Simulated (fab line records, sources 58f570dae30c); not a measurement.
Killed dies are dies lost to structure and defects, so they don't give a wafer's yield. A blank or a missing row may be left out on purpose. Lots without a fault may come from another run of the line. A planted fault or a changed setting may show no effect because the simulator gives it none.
fab line records | flow berkeley_cmos170
record lots=13 wafers=39 last_day=12
route steps=331 shown ACTIVE@76 PFIELD@88 GATE@130
lots that met no fault: from a run of the same line without faults
start_h: hours from the record's first day to the start of the lot's first wafer shown | wait_h: hours since the lot's step before | " the same as in the row above | L1.1+2: a row that stands for several wafers | - no value, or no start given | * or withheld: withheld | < > ~ a bound
route shown NAME@n: a module of which the file shows steps, and the number in the route of the first | usual: mean/standard deviation of fault-free wafers | same: alike in all rows | chamber/n: place in a boat | sites: the reading at each site | _std_site: their standard deviation | _edge_site: outer sites' mean less inner sites' | radius_mm: how far each site lies from the wafer's centre | mask NAME#n: copy n | behind: the tool/chamber that last shaped the wafer | hold: why the lot was held/for how many hours/how that ended | device: the transistor (n, p or np) that didn't switch | end of line: the same wafers' tests at the end of the route | a step without rows: its recipe alone | killed: dies lost to structure and defects at the first sort, not the wafer's yield | map: a wafer's dies, x killed, . not, _ none there
set.NAME: the setting as run; set.NAME@STEP: as run at that earlier step | model.NAME: the simulator's own value behind a step, which no gauge read
steps of the route over a sample of lots; a table a step, a row a wafer
services: from which hour (start_h, from the record's first day; less than 0 if before it) a tool's chamber was out of use, for how many hours, and why
## steps
# step UCB170_ACTIVE_STRIP_16
# recipe chemistry=O2 power_w=400 pressure_mtorr=3500 platen_temp_c=withheld o2_flow_sccm=400 overash_fraction=0.5
# usual drypump_motor_current_A=5.80/0.27 o2_flow_sccm=400.4/1 oes_product_au=0.721/0.0046 strip_time_to_endpoint_s=18.22/0.094
# columns lot.wafer tool chamber start_h wait_h drypump_motor_current_A o2_flow_sccm oes_product_au rf_hours_counter_h strip_time_to_endpoint_s
L996.1 plasma_asher-03 1 79.29 0.1 5.79 400.5 0.721 37 18.36
L996.3 " 1 " " 5.79 401.0 0.721 - 18.36
L996.6 " 1 " " 5.79 402.1 0.721 - 18.34
L997.1 plasma_asher-02 1 90.31 0.1 5.53 400.8 0.721 30 18.30
L997.3 " 0 " " 5.80 401.1 0.724 - 18.29
L997.5 " 1 " " 5.52 399.3 0.727 - 18.31
L999.1 plasma_asher-03 1 90.59 0.1 5.75 401.7 0.721 38 18.22
L999.3 " 0 " " 6.35 400.0 0.722 - 18.21
L999.5 " 1 " " 5.77 401.5 0.723 - 18.26
L101.1 plasma_asher-03 1 102.46 0.1 5.79 399.9 0.715 40 18.11
L101.4 " 1 " " 5.78 399.8 0.715 - 18.15
L101.5 " 0 " " 6.35 399.6 0.722 - 18.17
L106.2 plasma_asher-04 1 125.91 0.1 5.91 399.6 0.726 42 18.24
L106.5 " 1 " " 5.92 398.6 0.724 - 18.28
L106.6 " 0 " " 5.55 400.6 0.720 - 18.18
L105.1 plasma_asher-04 1 126.63 0.1 5.91 401.1 0.725 42 18.16
L105.3 " 1 " " 5.89 401.7 0.727 - 18.26
L105.4 " 0 " " 5.57 399.4 0.725 - 18.34
L109.1 plasma_asher-02 0 140.23 0.1 5.78 400.3 0.720 37 18.26
L109.3 " 1 " " 5.51 400.6 0.723 - 18.26
L109.6 " 1 " " 5.50 400.2 0.722 - 18.25
L113.1 plasma_asher-02 1 162.72 0.1 5.51 400.6 0.715 39 18.25
L113.2 " 0 " " 5.80 399.3 0.726 39 17.99
L113.6 " 0 " " 5.80 400.7 0.718 - 18.29
L114.1 plasma_asher-02 0 170.82 0.1 5.77 399.2 0.722 40 18.23
L114.3 " 0 " " 5.79 402.6 0.716 - 18.06
L114.4 " 1 " " 5.52 400.7 0.718 - 18.12
L115.1 plasma_asher-03 0 174.78 0.1 6.37 401.2 0.714 4 18.12
L115.2 " 1 " " 5.77 398.2 0.718 4 18.08
L115.5 " 1 " " 5.78 402.1 0.725 - 18.15
L116.3 plasma_asher-03 1 182.28 0.1 5.79 400.3 0.728 - 18.07
L116.4 " 0 " " 6.35 400.7 0.725 - 18.19
L116.5 " 1 " " 5.79 400.1 0.733 - 18.20
L117.3 plasma_asher-04 0 182.53 0.1 5.57 400.9 0.716 - 18.11
L117.5 " 1 " " 5.94 400.7 0.723 - 18.11
L117.6 " 0 " " 5.54 400.5 0.720 - 18.33
L119.2 plasma_asher-02 1 199.78 0.1 5.50 403.1 0.714 43 18.07
L119.3 " 1 " " 5.53 401.4 0.722 - 18.06
L119.5 " 0 " " 5.77 400.1 0.717 - 18.09
# step UCB170_PFIELD_TW_MEAS_09
# usual PFIELD_TW=595/5
# columns lot.wafer tool chamber start_h wait_h PFIELD_TW
L996.1 film_metro-02 - 80.81 0.1 602
L996.3 " - " " 607
L996.6 " - " " 604
L997.1 film_metro-04 - 92.46 0.1 590
L997.3 " - " " 591
L997.5 " - " " 596
L999.1 film_metro-02 - 92.74 0.1 607
L999.3 " - " " 609
L999.5 " - " " 605
L101.1 film_metro-01 - 105.81 0.1 596
L101.4 " - " " 597
L101.5 " - " " 593
L105.1 film_metro-02 - 129.71 0.1 608
L105.3 " - " " 609
L105.4 " - " " 606
L106.2 film_metro-01 - 130.00 0.1 598
L106.5 " - " " 595
L106.6 " - " " 594
L109.1 film_metro-01 - 141.94 0.1 597
L109.3 " - " " 598
L109.6 " - " " 596
L113.1 film_metro-01 - 164.25 0.1 587
L113.2 " - " " 590
L113.6 " - " " 593
L114.1 film_metro-04 - 172.47 0.1 595
L114.3 " - " " 596
L114.4 " - " " 592
L115.1 film_metro-04 - 176.30 0.1 589
L115.2 " - " " 591
L115.5 " - " " 590
L116.3 film_metro-04 - 186.52 0.1 592
L116.4 " - " " 593
L116.5 " - " " 592
L117.3 film_metro-01 - 186.76 0.1 595
L117.5 " - " " 598
L117.6 " - " " 594
L119.2 film_metro-01 - 201.67 0.1 592
L119.3 " - " " 592
L119.5 " - " " 592
# step UCB170_GATE_CVD_04
# recipe material=poly-Si temp_c=610 precursor=SiH4 time_s=1440 pressure_mtorr=375 target_thk_nm=214 sih4_flow_sccm=120
# usual pressure_mtorr=375.1/0.69
# columns lot.wafer tool chamber start_h wait_h pressure_mtorr
L996.1 lpcvd-01 0 115.27 0.9 377.0
L996.3 " 0 " " 375.7
L996.6 " 0 " " 376.0
L997.1 lpcvd-01 1 125.83 0.0 375.0
L997.3 " 1 " " 375.8
L997.5 " 1 " " 374.8
L999.1 lpcvd-01 1 125.83 0.0 375.5
L999.3 " 1 " " 374.2
L999.5 " 1 " " 374.9
L101.1 lpcvd-01 1 144.69 0.4 298.8
L101.4 " 1 " " 298.9
L101.5 " 1 " " 298.5
L105.1 lpcvd-02 1 173.62 1.4 375.1
L105.3 " 1 " " 375.7
L105.4 " 1 " " 375.0
L106.2 lpcvd-02 0 173.62 1.4 376.0
L106.5 " 0 " " 376.0
L106.6 " 0 " " 375.5
L109.1 lpcvd-02 1 183.47 0.0 375.1
L109.3 " 1 " " 374.4
L109.6 " 1 " " 374.8
L113.1 lpcvd-02 0 207.44 0.0 375.4
L113.2 " 0 " " 375.2
L113.6 " 0 " " 376.4
L114.1 lpcvd-01 1 214.29 0.0 375.2
L114.3 " 1 " " 373.9
L114.4 " 1 " " 375.8
L115.1 lpcvd-02 1 226.33 0.0 373.6
L115.2 " 1 " " 373.9
L115.5 " 1 " " 375.4
L116.3 lpcvd-01 1 233.94 0.2 375.1
L116.4 " 1 " " 374.4
L116.5 " 1 " " 375.5
L117.3 lpcvd-01 0 233.94 0.2 375.3
L117.5 " 0 " " 375.8
L117.6 " 0 " " 375.0
L119.2 lpcvd-02 1 242.99 0.0 375.8
L119.3 " 1 " " 374.2
L119.5 " 1 " " 374.1
# step UCB170_GATE_THK_MEAS_05
# recipe reads=poly-Si_of_GATE_CVD_04
# usual GATE_POLY_THK=214.5/2.1
# columns lot.wafer tool chamber start_h wait_h GATE_POLY_THK[nm]
L996.1 film_metro-03 - 116.67 0.0 213.5
L996.3 " - " " 213.9
L996.6 " - " " 217.0
L997.1 film_metro-04 - 127.23 0.0 217.4
L997.3 " - " " 217.5
L997.5 " - " " 218.9
L999.1 film_metro-03 - 127.23 0.0 214.6
L999.3 " - " " 214.1
L999.5 " - " " 215.3
L101.1 film_metro-04 - 146.15 0.1 193.9
L101.4 " - " " 194.9
L101.5 " - " " 194.0
L105.1 film_metro-03 - 175.02 0.0 216.4
L105.3 " - " " 218.2
L105.4 " - " " 217.0
L106.2 film_metro-03 - 175.09 0.1 212.8
L106.5 " - " " 214.3
L106.6 " - " " 213.5
L109.1 film_metro-01 - 184.87 0.0 210.9
L109.3 " - " " 211.7
L109.6 " - " " 211.8
L113.1 film_metro-04 - 208.84 0.0 214.2
L113.2 " - " " 214.7
L113.6 " - " " 214.6
L114.1 film_metro-03 - 215.69 0.0 213.7
L114.3 " - " " 213.4
L114.4 " - " " 214.2
L115.1 film_metro-03 - 227.73 0.0 212.6
L115.2 " - " " 215.3
L115.5 " - " " 212.7
L116.3 film_metro-01 - 235.36 0.0 215.6
L116.4 " - " " 214.8
L116.5 " - " " 215.7
L117.3 film_metro-04 - 235.36 0.0 214.9
L117.5 " - " " 217.6
L117.6 " - " " 215.9
L119.2 film_metro-03 - 244.40 0.0 210.5
L119.3 " - " " 210.5
L119.5 " - " " 209.1
# step UCB170_GATE_ETCH_15
# recipe chemistry=HBr/Cl2 target=poly-Si stop_on=SiO2 over_etch_frac=0.3 icp_w=300 bias_w=150 time_s=56.3 pressure_mtorr=15 HBr_flow_sccm=150 Cl2_flow_sccm=50 target_depth_a=2782
# usual drypump_motor_current_A=6.0/0.39 he_backside_leak_sccm=2.7/0.36 oes_product_au=0.827/0.014 throttle_valve_pct=26.50/0.26
# columns lot.wafer tool chamber start_h wait_h drypump_motor_current_A he_backside_leak_sccm oes_product_au rf_hours_counter_h throttle_valve_pct
L996.1 rie_si-02 2 118.54 - 6.4 2.4 0.803 108 25.99
L996.3 " 0 " " 5.7 2.5 0.826 89 26.82
L996.6 " 0 " " 5.7 2.6 0.821 - 26.81
L999.1 rie_si-01 0 129.56 - 6.3 2.5 0.815 0 26.44
L999.3 " 1 " " 5.5 2.4 0.825 29 26.28
L999.5 " 1 " " 5.5 2.3 0.831 - 26.29
L997.1 rie_si-01 2 129.85 - 5.3 3.0 0.858 90 26.62
L997.3 " 3 " " 6.5 4.2 0.851 40 26.81
L997.5 " 2 " " 5.4 3.0 0.863 - 26.63
L101.1 rie_si-01 3 147.43 - 6.5 2.5 0.792 40 26.80
L101.4 " 1 " " 5.5 3.6 0.771 29 26.28
L101.5 " 1 " " 5.5 2.3 0.776 - 26.30
L105.1 rie_si-02 0 176.45 - 5.7 2.5 0.822 89 26.81
L105.3 " 3 " " 6.1 2.6 0.824 39 26.59
L105.4 " 1 " " 6.0 3.2 0.833 44 26.33
L106.2 rie_si-02 0 176.73 - 5.7 2.5 0.810 89 26.83
L106.5 " 1 " " 6.1 3.4 0.835 - 26.32
L106.6 " 0 " " 5.7 2.6 0.819 - 26.80
L109.1 rie_si-01 0 186.17 - 6.3 2.5 0.813 1 26.43
L109.3 " 2 " " 5.3 2.7 0.838 90 26.63
L109.6 " 1 " " 5.5 2.4 0.816 - 26.29
L113.1 rie_si-01 2 209.94 - 5.3 3.0 0.848 90 26.64
L113.2 " 3 " " 6.5 2.8 0.840 40 26.82
L113.6 " 3 " " 6.5 2.4 0.838 - 26.80
L114.1 rie_si-02 1 216.91 - 6.0 3.3 0.833 44 26.32
L114.3 " 3 " " 6.1 2.7 0.807 39 26.61
L114.4 " 2 " " 6.3 2.4 0.812 109 25.97
L115.1 rie_si-01 0 228.98 - 6.3 2.5 0.814 1 26.42
L115.2 " 3 " " 6.5 2.6 0.837 40 26.78
L115.5 " 0 " " 6.3 2.4 0.807 - 26.43
L117.3 rie_si-02 0 236.60 - 5.7 2.5 0.822 89 26.82
L117.5 " 1 " " 6.0 3.2 0.835 - 26.34
L117.6 " 3 " " 6.1 2.6 0.822 - 26.62
L116.3 rie_si-01 2 236.72 - 5.4 3.0 0.854 90 26.64
L116.4 " 1 " " 5.5 2.3 0.831 30 26.28
L116.5 " 0 " " 6.3 2.5 0.819 - 26.43
L119.2 rie_si-02 1 245.97 - 6.0 3.3 0.821 44 26.32
L119.3 " 2 " " 6.3 2.3 0.807 0 26.04
L119.5 " 3 " " 6.1 2.5 0.806 - 26.61
# step UCB170_GATE_CD_MEAS_90
# recipe target_cd_nm=350
# usual cd_nm=349.6/1.3
# columns lot.wafer tool chamber start_h wait_h cd_nm
L996.1 cd_sem-01 - 118.69 0.1 352.0
L996.3 " - " " 349.4
L996.6 " - " " 351.8
L999.1 cd_sem-01 - 129.76 0.1 348.7
L999.3 " - " " 351.1
L999.5 " - " " 350.5
L997.1 cd_sem-02 - 130.05 0.1 349.4
L997.3 " - " " 350.0
L997.5 " - " " 351.7
L101.1 cd_sem-01 - 147.58 0.1 350.7
L101.4 " - " " 348.2
L101.5 " - " " 350.1
L105.1 cd_sem-01 - 176.60 0.1 350.7
L105.3 " - " " 349.8
L105.4 " - " " 350.8
L106.2 cd_sem-01 - 176.89 0.1 350.7
L106.5 " - " " 350.5
L106.6 " - " " 349.3
L109.1 cd_sem-01 - 186.32 0.1 349.3
L109.3 " - " " 350.6
L109.6 " - " " 348.9
L113.1 cd_sem-01 - 210.09 0.1 350.3
L113.2 " - " " 349.6
L113.6 " - " " 350.2
L114.1 cd_sem-01 - 217.06 0.1 349.1
L114.3 " - " " 350.9
L114.4 " - " " 350.4
L115.1 cd_sem-02 - 229.12 0.1 349.3
L115.2 " - " " 350.2
L115.5 " - " " 348.9
L117.3 cd_sem-01 - 236.79 0.1 348.1
L117.5 " - " " 347.9
L117.6 " - " " 349.1
L116.3 cd_sem-02 - 236.91 0.1 349.1
L116.4 " - " " 351.9
L116.5 " - " " 347.4
L119.2 cd_sem-02 - 246.14 0.1 349.7
L119.3 " - " " 349.5
L119.5 " - " " 350.3
## services
# columns tool chamber start_h hours kind
lpcvd-01 - 66.85 1.2 repair
rie_si-02 - 83.19 0.9 repair
plasma_asher-03 - 108.75 9.0 pm
plasma_asher-03 0 108.75 9.0 vent_cycle
plasma_asher-03 1 108.75 9.0 vent_cycle
rie_si-02 0 110.75 2.8 repair
plasma_asher-03 - 117.75 14.6 pm
plasma_asher-03 0 117.75 - clean
plasma_asher-03 1 117.75 - clean
rie_si-02 - 159.31 0.4 repair
plasma_asher-02 - 193.46 1.0 repair
lpcvd-02 - 193.59 2.8 pm
rie_si-02 0 206.22 8.9 repair
plasma_asher-03 - 212.55 1.7 repair
rie_si-01 3 215.19 1.3 repair
rie_si-02 2 221.80 - clean
rie_si-02 2 221.80 17.0 scheduled_down
rie_si-02 2 221.80 17.0 vent_cycle
## key
first_sign step=UCB170_GATE_CVD_04 reading=pressure_mtorr direction=down sigmas=99+ usual=375.1 struck=298.7
effect step=UCB170_GATE_THK_MEAS_05 reading=GATE_POLY_THK direction=down sigmas=9.6 usual=214.5 struck=194.3
effect step=UCB170_GATE_ETCH_15 reading=oes_product_au direction=down sigmas=3.5 usual=0.827 struck=0.779
met_at UCB170_GATE_CVD_04
struck_lots L101
struck_wafers L101.1,L101.4,L101.5
rows_end L101.1,L101.4,L101.5
not_acting_at UCB170_ACTIVE_STRIP_16,UCB170_PFIELD_TW_MEAS_09,UCB170_GATE_CD_MEAS_90
onset_between 125.83 144.69
fault kind=process_parameter_drift tool=lpcvd-01 chamber=1 onset_h=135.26 steps=UCB170_GATE_CVD_04 channel=pressure_mtorr offset=-75 shape=step end_h=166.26 acts_in=these_recipes_only stated=375
# rows_end: these wafers met a further fault down the route, and their rows from its step on are left out
